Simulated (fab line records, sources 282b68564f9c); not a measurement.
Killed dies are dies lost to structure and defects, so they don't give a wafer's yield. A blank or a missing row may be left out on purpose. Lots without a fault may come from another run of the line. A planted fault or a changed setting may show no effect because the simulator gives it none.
fab line records | flow rit_cmos
record lots=14 wafers=42 last_day=7
route steps=202 shown M1@184
lots that met no fault: from a run of the same line without faults
start_h: hours from the record's first day to the start of the lot's first wafer shown | wait_h: hours since the lot's step before | " the same as in the row above | L1.1+2: a row that stands for several wafers | - no value, or no start given | * or withheld: withheld | < > ~ a bound
route shown NAME@n: a module of which the file shows steps, and the number in the route of the first | usual: mean/standard deviation of fault-free wafers | same: alike in all rows | chamber/n: place in a boat | sites: the reading at each site | _std_site: their standard deviation | _edge_site: outer sites' mean less inner sites' | radius_mm: how far each site lies from the wafer's centre | mask NAME#n: copy n | behind: the tool/chamber that last shaped the wafer | hold: why the lot was held/for how many hours/how that ended | device: the transistor (n, p or np) that didn't switch | end of line: the same wafers' tests at the end of the route | a step without rows: its recipe alone | killed: dies lost to structure and defects at the first sort, not the wafer's yield | map: a wafer's dies, x killed, . not, _ none there
set.NAME: the setting as run; set.NAME@STEP: as run at that earlier step | model.NAME: the simulator's own value behind a step, which no gauge read
steps of the route over a sample of lots; a table a step, a row a wafer
services: from which hour (start_h, from the record's first day; less than 0 if before it) a tool's chamber was out of use, for how many hours, and why
## steps
# step RIT_M1_SPUTTER_00
# recipe material=Al target_thk_nm=400 power_w=2000 chamber_pressure_pa=0.4 gas=Ar time_s=500 substrate_temp_c=25
# usual throttle_valve_pct=29.7/0.97
# columns lot.wafer tool chamber start_h wait_h throttle_valve_pct
L614.2 pvd_sputter-02 - 58.09 0.0 30.6
L614.4 " - " " 30.8
L614.6 " - " " 29.7
L615.1 pvd_sputter-01 - 62.39 0.0 29.5
L615.3 " - " " 30.3
L615.4 " - " " 29.8
L616.3 pvd_sputter-02 - 69.45 0.0 30.0
L616.5 " - " " 29.6
L616.6 " - " " 30.8
L617.3 pvd_sputter-01 - 70.88 0.0 30.0
L617.4 " - " " 29.7
L617.5 " - " " 29.3
L618.2 pvd_sputter-02 - 75.75 0.0 31.0
L618.3 " - " " 28.4
L618.5 " - " " 30.6
L620.2 pvd_sputter-02 - 84.64 0.0 30.7
L620.4 " - " " 30.9
L620.6 " - " " 29.8
L622.1 pvd_sputter-02 - 98.81 0.0 29.8
L622.5 " - " " 30.5
L622.6 " - " " 28.2
L623.2 pvd_sputter-03 - 100.68 0.0 30.1
L623.3 " - " " 28.3
L623.6 " - " " 28.2
L627.1 pvd_sputter-01 - 118.74 0.0 29.7
L627.4 " - " " 29.4
L627.6 " - " " 29.7
L629.2 pvd_sputter-01 - 138.40 0.0 29.7
L629.3 " - " " 30.7
L629.4 " - " " 30.8
L631.1 pvd_sputter-01 - 144.58 0.0 30.7
L631.3 " - " " 30.0
L631.5 " - " " 30.6
L635.2 pvd_sputter-02 - 166.58 0.0 28.2
L635.3 " - " " 29.8
L635.4 " - " " 30.8
L636.1 pvd_sputter-03 - 170.59 0.0 28.4
L636.5 " - " " 28.9
L636.6 " - " " 28.1
L637.1 pvd_sputter-02 - 174.88 0.0 30.8
L637.2 " - " " 28.3
L637.6 " - " " 29.9
# step RIT_M1_RS_MEAS_01
# recipe thk_meas_gauge=four-point-probe reads=Al_of_M1_SPUTTER_00
# usual M1_AL_RS=0.0735/0.00072
# columns lot.wafer tool chamber start_h wait_h M1_AL_RS[ohm/sq]
L614.2 film_metro-01 - 58.41 0.2 0.0743
L614.4 " - " " 0.0748
L614.6 " - " " 0.0747
L615.1 film_metro-01 - 62.69 0.1 0.0737
L615.3 " - " " 0.0736
L615.4 " - " " 0.0731
L616.3 film_metro-02 - 69.79 0.2 0.0749
L616.5 " - " " 0.0751
L616.6 " - " " 0.0744
L617.3 film_metro-02 - 71.21 0.2 0.0739
L617.4 " - " " 0.0736
L617.5 " - " " 0.0733
L618.2 film_metro-01 - 76.07 0.2 0.0741
L618.3 " - " " 0.0728
L618.5 " - " " 0.0728
L620.2 film_metro-01 - 84.96 0.2 0.0737
L620.4 " - " " 0.0740
L620.6 " - " " 0.0738
L622.1 film_metro-02 - 99.10 0.1 0.0734
L622.5 " - " " 0.0741
L622.6 " - " " 0.0733
L623.2 film_metro-01 - 100.99 0.2 0.0727
L623.3 " - " " 0.0739
L623.6 " - " " 0.0737
L627.1 film_metro-04 - 119.03 0.1 0.0733
L627.4 " - " " 0.0726
L627.6 " - " " 0.0725
L629.2 film_metro-04 - 138.72 0.2 0.0655
L629.3 " - " " 0.0734
L629.4 " - " " 0.0735
L631.1 film_metro-04 - 144.88 0.1 0.0733
L631.3 " - " " 0.0652
L631.5 " - " " 0.0743
L635.2 film_metro-02 - 166.89 0.2 0.0736
L635.3 " - " " 0.0746
L635.4 " - " " 0.0741
L636.1 film_metro-04 - 170.89 0.1 0.0749
L636.5 " - " " 0.0727
L636.6 " - " " 0.0743
L637.1 film_metro-02 - 175.17 0.1 0.0730
L637.2 " - " " 0.0722
L637.6 " - " " 0.0735
# step RIT_M1_THK_MEAS_02
# recipe thk_meas_gauge=xrf reads=Al_of_M1_SPUTTER_00
# usual M1_AL_THK=398/4.2
# columns lot.wafer tool chamber start_h wait_h M1_AL_THK[nm]
L614.2 film_metro-01 - 58.52 0.1 393
L614.4 " - " " 391
L614.6 " - " " 392
L615.1 film_metro-01 - 62.81 0.1 397
L615.3 " - " " 397
L615.4 " - " " 400
L616.3 film_metro-02 - 69.89 0.1 393
L616.5 " - " " 392
L616.6 " - " " 393
L617.3 film_metro-02 - 71.31 0.1 395
L617.4 " - " " 399
L617.5 " - " " 399
L618.2 film_metro-01 - 76.18 0.1 396
L618.3 " - " " 403
L618.5 " - " " 403
L620.2 film_metro-01 - 85.07 0.1 398
L620.4 " - " " 397
L620.6 " - " " 398
L622.1 film_metro-02 - 99.22 0.1 397
L622.5 " - " " 397
L622.6 " - " " 400
L623.2 film_metro-01 - 101.10 0.1 405
L623.3 " - " " 396
L623.6 " - " " 395
L627.1 film_metro-04 - 119.15 0.1 400
L627.4 " - " " 399
L627.6 " - " " 403
L629.2 film_metro-04 - 138.83 0.1 446
L629.3 " - " " 400
L629.4 " - " " 396
L631.1 film_metro-04 - 145.00 0.1 398
L631.3 " - " " 444
L631.5 " - " " 392
L635.2 film_metro-02 - 167.00 0.1 398
L635.3 " - " " 391
L635.4 " - " " 394
L636.1 film_metro-04 - 171.01 0.1 392
L636.5 " - " " 402
L636.6 " - " " 394
L637.1 film_metro-02 - 175.29 0.1 401
L637.2 " - " " 405
L637.6 " - " " 397
# step RIT_M1_METAL_ETCH_12
# recipe stop_on=SiO2 chemistry=Cl2/BCl3 target=Al time_s=165 over_etch_frac=0.5 pressure_mtorr=100 target_depth_a=6000 rf_w=250 Cl2_flow_sccm=60 bcl3_flow_sccm=50
# usual drypump_motor_current_A=5.58/0.19 oes_product_au=0.784/0.011 rf_fwd_power_W=248.9/0.83 throttle_valve_pct=8.26/0.071
# columns lot.wafer tool chamber start_h wait_h drypump_motor_current_A oes_product_au rf_fwd_power_W rf_hours_counter_h throttle_valve_pct
L614.2 rie_metal-02 0 59.98 0.2 5.69 0.791 250.6 0.6 8.28
L614.4 " 1 " " 5.41 0.774 248.9 - 8.26
L614.6 " 0 " " 5.68 0.797 249.9 - 8.28
L615.1 rie_metal-04 1 64.15 0.2 5.92 0.782 248.7 2.3 8.25
L615.3 " 1 " " 5.89 0.789 249.1 - 8.24
L615.4 " 0 " " 5.34 0.790 248.7 - 8.27
L616.3 rie_metal-01 1 71.39 0.2 5.44 0.762 249.2 - 8.13
L616.5 " 0 " " 5.71 0.773 248.8 - 8.36
L616.6 " 1 " " 5.44 0.764 248.9 - 8.14
L617.3 rie_metal-02 1 72.69 0.2 5.44 0.781 248.7 - 8.27
L617.4 " 0 " " 5.67 0.800 249.5 - 8.30
L617.5 " 0 " " 5.68 0.802 250.4 - 8.28
L618.2 rie_metal-04 0 77.57 0.2 5.32 0.785 249.0 2.5 8.27
L618.3 " 0 " " 5.32 0.796 248.5 - 8.28
L618.5 " 0 " " 5.32 0.785 249.7 - 8.28
L620.2 rie_metal-02 0 86.40 0.2 5.67 0.803 248.8 0.9 8.28
L620.4 " 1 " " 5.51 0.789 249.0 - 8.26
L620.6 " 0 " " 5.69 0.800 247.3 - 8.30
L622.1 rie_metal-01 1 100.57 0.2 5.45 0.766 248.1 4.7 8.13
L622.5 " 0 " " 5.66 0.782 247.8 - 8.36
L622.6 " 1 " " 5.46 0.775 246.9 - 8.12
L623.2 rie_metal-02 0 102.74 0.2 5.70 0.802 248.8 1.1 8.28
L623.3 " 1 " " 5.40 0.779 248.8 - 8.26
L623.6 " 1 " " 5.45 0.781 249.3 - 8.28
L627.1 rie_metal-04 0 120.62 0.2 5.34 0.787 249.4 2.9 8.26
L627.4 " 0 " " 5.33 0.794 249.6 - 8.27
L627.6 " 0 " " 5.32 0.794 248.9 - 8.26
L629.2 rie_metal-01 0 140.41 0.2 5.67 0.841 248.2 5.2 8.35
L629.3 " 1 " " 5.45 0.773 249.8 - 8.13
L629.4 " 0 " " 5.72 0.785 247.9 - 8.37
L631.1 rie_metal-02 1 146.35 0.2 5.48 0.777 249.0 1.6 8.27
L631.3 " 0 " " 5.69 0.856 247.5 - 8.27
L631.5 " 1 " " 5.45 0.783 247.9 - 8.29
L635.2 rie_metal-01 0 168.34 0.2 5.71 0.784 248.5 5.6 8.36
L635.3 " 1 " " 5.45 0.765 248.9 - 8.13
L635.4 " 0 " " 5.70 0.779 247.4 - 8.33
L636.1 rie_metal-04 1 172.48 0.2 5.88 0.776 249.5 3.4 8.23
L636.5 " 1 " " 5.87 0.792 250.3 - 8.21
L636.6 " 0 " " 5.32 0.776 249.4 - 8.26
L637.1 rie_metal-02 0 176.67 0.2 5.67 0.805 249.8 2.0 8.28
L637.2 " 1 " " 5.48 0.789 249.1 2.0 8.27
L637.6 " 1 " " 5.51 0.780 250.1 - 8.26
# step RIT_M1_PROBE_99
# usual defect_limited_yield=97.5/1.1 killed_at_M0_to_M3=0.0/0.12 killed_at_contacts=0.0/0.2 killed_at_front_end=6.6/2.8 killed_dies=6.6/2.8 killed_open=3.3/1.9 killed_short=3.2/1.8 sort_bin_3_pad_short=0.1/0.2 sort_bin_5_function=1.4/0.83 sort_bin_6_memory=0.9/0.55 sort_n_pass=257.4/2.8 sort_yield_pct=97.5/1.1
# same gross_dies=264 killed_at_M4_up=0 killed_at_back_side=0 killed_at_other=0
# columns lot.wafer tool chamber start_h wait_h defect_limited_yield[%] killed_at_M0_to_M3 killed_at_contacts killed_at_front_end killed_dies killed_open killed_short sort_bin_3_pad_short[%] sort_bin_5_function[%] sort_bin_6_memory[%] sort_n_pass sort_yield_pct[%]
L614.2 prober-02 - 62.46 0.1 97.7 0 0 6 6 4 2 0 2.3 0 258.0 97.7
L614.4 prober-02 - 62.56 0.2 97.0 0 0 8 8 5 3 0 1.5 1.5 256.0 97.0
L614.6 prober-02 - 62.66 0.2 97.3 0 0 7 7 4 3 0.4 0.8 1.5 257.0 97.3
L615.1 prober-01 - 66.58 0.1 97.7 0 0 6 6 2 4 0.4 1.1 0.8 258.0 97.7
L615.3 prober-01 - 66.68 0.2 99.2 0 0 2 2 0 2 0 0.8 0 262.0 99.2
L615.4 prober-01 - 66.73 0.2 95.8 1 0 10 11 3 7 0 3.8 0.4 253.0 95.8
L616.3 prober-02 - 73.69 0.2 99.2 0 0 2 2 0 2 0 0.4 0.4 262.0 99.2
L616.5 prober-02 - 73.79 0.2 96.2 0 0 10 10 3 7 0.4 2.7 0.8 254.0 96.2
L616.6 prober-02 - 73.84 0.2 98.1 0 0 5 5 3 2 0 0.8 1.1 259.0 98.1
L617.3 prober-01 - 75.19 0.2 97.7 0 0 6 6 1 5 0.4 1.5 0.4 258.0 97.7
L617.4 prober-01 - 75.24 0.2 97.7 0 0 6 6 3 3 0 1.1 1.1 258.0 97.7
L617.5 prober-01 - 75.29 0.2 96.6 0 0 9 9 7 2 0 1.9 1.5 255.0 96.6
L618.2 prober-02 - 79.87 0.1 96.2 0 0 10 10 7 3 0 2.7 1.1 254.0 96.2
L618.3 prober-02 - 79.92 0.2 98.1 0 0 5 5 4 1 0 0.8 1.1 259.0 98.1
L618.5 prober-02 - 80.02 0.2 97.3 0 0 7 7 5 2 0 2.3 0.4 257.0 97.3
L620.2 prober-02 - 88.72 0.1 97.0 0 0 8 8 4 4 0 2.3 0.8 256.0 97.0
L620.4 prober-02 - 88.82 0.2 97.0 0 0 8 8 3 5 0.4 1.1 1.5 256.0 97.0
L620.6 prober-02 - 88.92 0.2 95.8 0 1 10 11 5 6 0 3.4 0.8 253.0 95.8
L622.1 prober-02 - 102.82 0.1 98.5 0 1 3 4 3 1 0 0.8 0.8 260.0 98.5
L622.5 prober-02 - 103.02 0.2 97.7 0 0 6 6 3 3 0 0.4 1.9 258.0 97.7
L622.6 prober-02 - 103.07 0.2 99.2 0 0 2 2 1 1 0 0.4 0.4 262.0 99.2
L623.2 prober-01 - 105.06 0.1 98.5 0 0 4 4 2 2 0 0.8 0.8 260.0 98.5
L623.3 prober-01 - 105.11 0.2 97.3 0 0 7 7 5 2 0.4 0.8 1.5 257.0 97.3
L623.6 prober-01 - 105.26 0.2 97.7 0 0 6 6 2 4 0.4 0.8 1.1 258.0 97.7
L627.1 prober-01 - 122.87 0.1 97.7 0 0 6 6 4 2 0 0.8 1.5 258.0 97.7
L627.4 prober-01 - 123.02 0.2 97.3 0 0 7 7 4 3 0 1.5 1.1 257.0 97.3
L627.6 prober-01 - 123.12 0.2 96.2 0 0 10 10 4 6 0.4 1.9 1.5 254.0 96.2
L629.2 prober-01 - 142.73 0.1 99.6 0 0 1 1 1 0 0 0.4 0 263.0 99.6
L629.3 prober-01 - 142.78 0.2 98.1 0 0 5 5 2 3 0 0.8 1.1 259.0 98.1
L629.4 prober-01 - 142.83 0.2 96.2 0 0 10 10 5 5 0 1.5 2.3 254.0 96.2
L631.1 prober-01 - 149.71 0.1 99.2 0 0 2 2 1 1 0 0.4 0.4 262.0 99.2
L631.3 prober-01 - 149.81 0.2 98.1 1 0 4 5 1 4 0.4 0.4 1.1 259.0 98.1
L631.5 prober-01 - 149.91 0.2 96.6 0 0 9 9 8 1 0 1.9 1.5 255.0 96.6
L635.2 prober-01 - 170.68 0.1 95.8 0 0 11 11 4 6 0.4 1.5 2.3 253.0 95.8
L635.3 prober-01 - 170.73 0.2 97.3 0 0 7 7 4 2 0 1.9 0.8 257.0 97.3
L635.4 prober-01 - 170.78 0.2 97.3 0 0 7 7 3 4 0.4 1.5 0.8 257.0 97.3
L636.1 prober-02 - 174.75 0.1 97.0 0 0 8 8 4 4 0 1.5 1.5 256.0 97.0
L636.5 prober-02 - 174.95 0.2 97.0 0 0 8 8 3 5 0 1.9 1.1 256.0 97.0
L636.6 prober-02 - 175.00 0.2 98.5 0 0 4 4 2 2 0 0.4 1.1 260.0 98.5
L637.1 prober-01 - 178.94 0.1 98.5 0 0 4 4 2 2 0 1.1 0.4 260.0 98.5
L637.2 prober-01 - 178.99 0.1 99.2 0 0 2 2 2 0 0 0.8 0 262.0 99.2
L637.6 prober-01 - 179.19 0.2 98.5 0 0 4 4 1 3 0 1.1 0.4 260.0 98.5
# killed by level:class
L614.2 SPACER:geometric_particle:open=2 SILICIDE:geometric_particle:open=2 FOX1:geometric_particle:short=1 GATE:geometric_particle:short=1
L614.4 FOX1:geometric_particle:open=2 SPACER:geometric_particle:short=2 SPACER:geometric_particle:open=2 FOX2:geometric_particle:open=1 SILICIDE:geometric_particle:short=1
L614.6 FOX1:geometric_particle:open=2 ACTIVE:geometric_particle:open=1 FOX1:geometric_particle:short=1 GATE:geometric_particle:short=1 GATE:geometric_particle:open=1 SPACER:geometric_particle:short=1
L615.1 GATE:geometric_particle:short=2 GATE:geometric_particle:open=1 REOX:geometric_particle:short=1 SPACER:geometric_particle:open=1 SPACER:geometric_particle:short=1
L615.3 GATE:geometric_particle:short=2
L615.4 REOX:geometric_particle:short=3 GATE:geometric_particle:short=2 REOX:geometric_particle:open=2 SILICIDE:geometric_particle:short=2 SILICIDE:geometric_particle:open=1 M1:coat_microbubble_printed=1
L616.3 GATE:geometric_particle:short=1 SPACER:geometric_particle:short=1
L616.5 GATE:geometric_particle:short=3 GATE:geometric_particle:open=2 SPACER:geometric_particle:short=2 SILICIDE:geometric_particle:short=2 SILICIDE:geometric_particle:open=1
L616.6 FOX1:geometric_particle:short=1 FOX1:geometric_particle:open=1 GATE:geometric_particle:open=1 GATE:geometric_particle:short=1 SPACER:geometric_particle:open=1
L617.3 FOX1:geometric_particle:short=2 GATE:geometric_particle:short=2 REOX:geometric_particle:open=1 SPACER:geometric_particle:short=1
L617.4 GATE:geometric_particle:open=2 SPACER:geometric_particle:short=2 GATE:geometric_particle:short=1 SPACER:geometric_particle:open=1
L617.5 GATE:geometric_particle:open=4 ACTIVE:geometric_particle:open=1 FOX1:geometric_particle:short=1 FOX1:geometric_particle:open=1 GATE:geometric_particle:short=1 SILICIDE:geometric_particle:open=1
L618.2 REOX:geometric_particle:open=3 GATE:geometric_particle:open=2 FOX1:geometric_particle:short=1 FOX1:geometric_particle:open=1 GATE:geometric_particle:short=1 REOX:geometric_particle:short=1 SILICIDE:geometric_particle:open=1
L618.3 GATE:geometric_particle:open=3 FOX1:geometric_particle:short=1 SPACER:geometric_particle:open=1
L618.5 GATE:geometric_particle:open=2 REOX:geometric_particle:open=1 SPACER:geometric_particle:open=1 SPACER:geometric_particle:short=1 SILICIDE:geometric_particle:open=1 SILICIDE:geometric_particle:short=1
L620.2 FOX2:geometric_particle:open=2 FOX1:geometric_particle:short=1 FOX2:geometric_particle:short=1 GATE:geometric_particle:open=1 REOX:geometric_particle:short=1 SPACER:geometric_particle:short=1 SPACER:geometric_particle:open=1
L620.4 SPACER:geometric_particle:short=3 FOX2:geometric_particle:open=2 FOX2:geometric_particle:short=1 SPACER:geometric_particle:open=1 SILICIDE:geometric_particle:short=1
L620.6 SPACER:geometric_particle:open=2 FOX1:geometric_particle:open=1 FOX2:geometric_particle:open=1 FOX2:geometric_particle:short=1 GATE:geometric_particle:short=1 REOX:geometric_particle:short=1 SILICIDE:geometric_particle:open=1 SPACER:geometric_particle:short=1
L622.1 FOX1:geometric_particle:open=1 FOX2:geometric_particle:short=1 SPACER:geometric_particle:open=1 CONTACT:geometric_particle:open=1
L622.5 GATE:geometric_particle:short=2 GATE:geometric_particle:open=2 FOX1:geometric_particle:open=1 FOX1:geometric_particle:short=1
L622.6 REOX:geometric_particle:open=1 SPACER:geometric_particle:short=1
L623.2 SPACER:geometric_particle:short=2 REOX:geometric_particle:open=1 SPACER:geometric_particle:open=1
L623.3 FOX1:geometric_particle:open=2 SPACER:geometric_particle:open=2 FOX2:geometric_particle:open=1 REOX:geometric_particle:short=1 SPACER:geometric_particle:short=1
L623.6 REOX:geometric_particle:short=2 GATE:geometric_particle:short=1 REOX:geometric_particle:open=1 SPACER:geometric_particle:open=1 SPACER:geometric_particle:short=1
L627.1 GATE:geometric_particle:open=2 GATE:geometric_particle:short=1 REOX:geometric_particle:open=1 SPACER:geometric_particle:open=1 SILICIDE:geometric_particle:short=1
L627.4 GATE:geometric_particle:open=3 GATE:geometric_particle:short=2 REOX:geometric_particle:open=1 REOX:geometric_particle:short=1
L627.6 GATE:geometric_particle:short=3 REOX:geometric_particle:open=2 GATE:geometric_particle:open=1 REOX:geometric_particle:short=1 SPACER:geometric_particle:short=1 SPACER:geometric_particle:open=1 SILICIDE:geometric_particle:short=1
L629.2 FOX2:geometric_particle:open=1
L629.3 FOX2:geometric_particle:short=2 GATE:geometric_particle:short=1 REOX:geometric_particle:open=1 SILICIDE:geometric_particle:open=1
L629.4 FOX2:geometric_particle:open=2 GATE:geometric_particle:short=2 SILICIDE:geometric_particle:short=2 FOX1:geometric_particle:open=1 FOX2:geometric_particle:short=1 GATE:geometric_particle:open=1 SILICIDE:geometric_particle:open=1
L631.1 ACTIVE:geometric_particle:open=1 GATE:geometric_particle:short=1
L631.3 GATE:geometric_particle:short=3 SPACER:geometric_particle:open=1 M1:geometric_particle:short=1
L631.5 GATE:geometric_particle:open=4 SPACER:geometric_particle:open=4 REOX:geometric_particle:short=1
L635.2 GATE:geometric_particle:short=3 FOX1:geometric_particle:short=2 GATE:geometric_particle:open=2 REOX:geometric_particle:open=1 REOX:geometric_particle:short=1 SPACER:geometric_particle:open=1 NLDD:coat_microbubble_printed=1
L635.3 GATE:geometric_particle:open=2 FOX2:geometric_particle:open=1 GATE:geometric_particle:short=1 REOX:geometric_particle:short=1 REOX:geometric_particle:open=1 NLDD:coat_microbubble_printed=1
L635.4 FOX1:geometric_particle:open=2 FOX2:geometric_particle:short=1 GATE:geometric_particle:short=1 SPACER:geometric_particle:short=1 SILICIDE:geometric_particle:open=1 SILICIDE:geometric_particle:short=1
L636.1 SPACER:geometric_particle:short=2 SPACER:geometric_particle:open=2 GATE:geometric_particle:open=1 REOX:geometric_particle:short=1 REOX:geometric_particle:open=1 SILICIDE:geometric_particle:short=1
L636.5 GATE:geometric_particle:short=2 GATE:geometric_particle:open=2 FOX1:geometric_particle:short=1 REOX:geometric_particle:short=1 SPACER:geometric_particle:short=1 SPACER:geometric_particle:open=1
L636.6 GATE:geometric_particle:open=2 REOX:geometric_particle:short=1 SPACER:geometric_particle:short=1
L637.1 FOX2:geometric_particle:short=1 FOX2:geometric_particle:open=1 SPACER:geometric_particle:short=1 SILICIDE:geometric_particle:open=1
L637.2 GATE:geometric_particle:open=1 SPACER:geometric_particle:open=1
L637.6 GATE:geometric_particle:short=2 FOX2:geometric_particle:open=1 SPACER:geometric_particle:short=1
## services
# columns tool chamber start_h hours kind
pvd_sputter-02 - 43.06 2.8 repair
rie_metal-01 - 44.82 4.0 pm
pvd_sputter-03 - 75.93 2.6 repair
rie_metal-04 - 103.27 14.6 pm
pvd_sputter-02 - 114.54 4.7 repair
## key
first_sign step=RIT_M1_RS_MEAS_01 reading=M1_AL_RS direction=down sigmas=11 usual=0.0735 struck=0.0654
effect step=RIT_M1_THK_MEAS_02 reading=M1_AL_THK direction=up sigmas=11 usual=398 struck=445
effect step=RIT_M1_METAL_ETCH_12 reading=oes_product_au direction=up sigmas=5.6 usual=0.784 struck=0.848
met_at RIT_M1_SPUTTER_00
struck_lots L629,L631
struck_wafers L629.2,L631.3
onset_between 118.74 138.40
fault kind=process_parameter_drift tool=pvd_sputter-01 chamber=- onset_h=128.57 steps=RIT_M1_SPUTTER_00 channel=target_thk_nm offset=47.061 shape=step end_h=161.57 acts_in=these_recipes_only stated=400 scope=struck_wafers_only
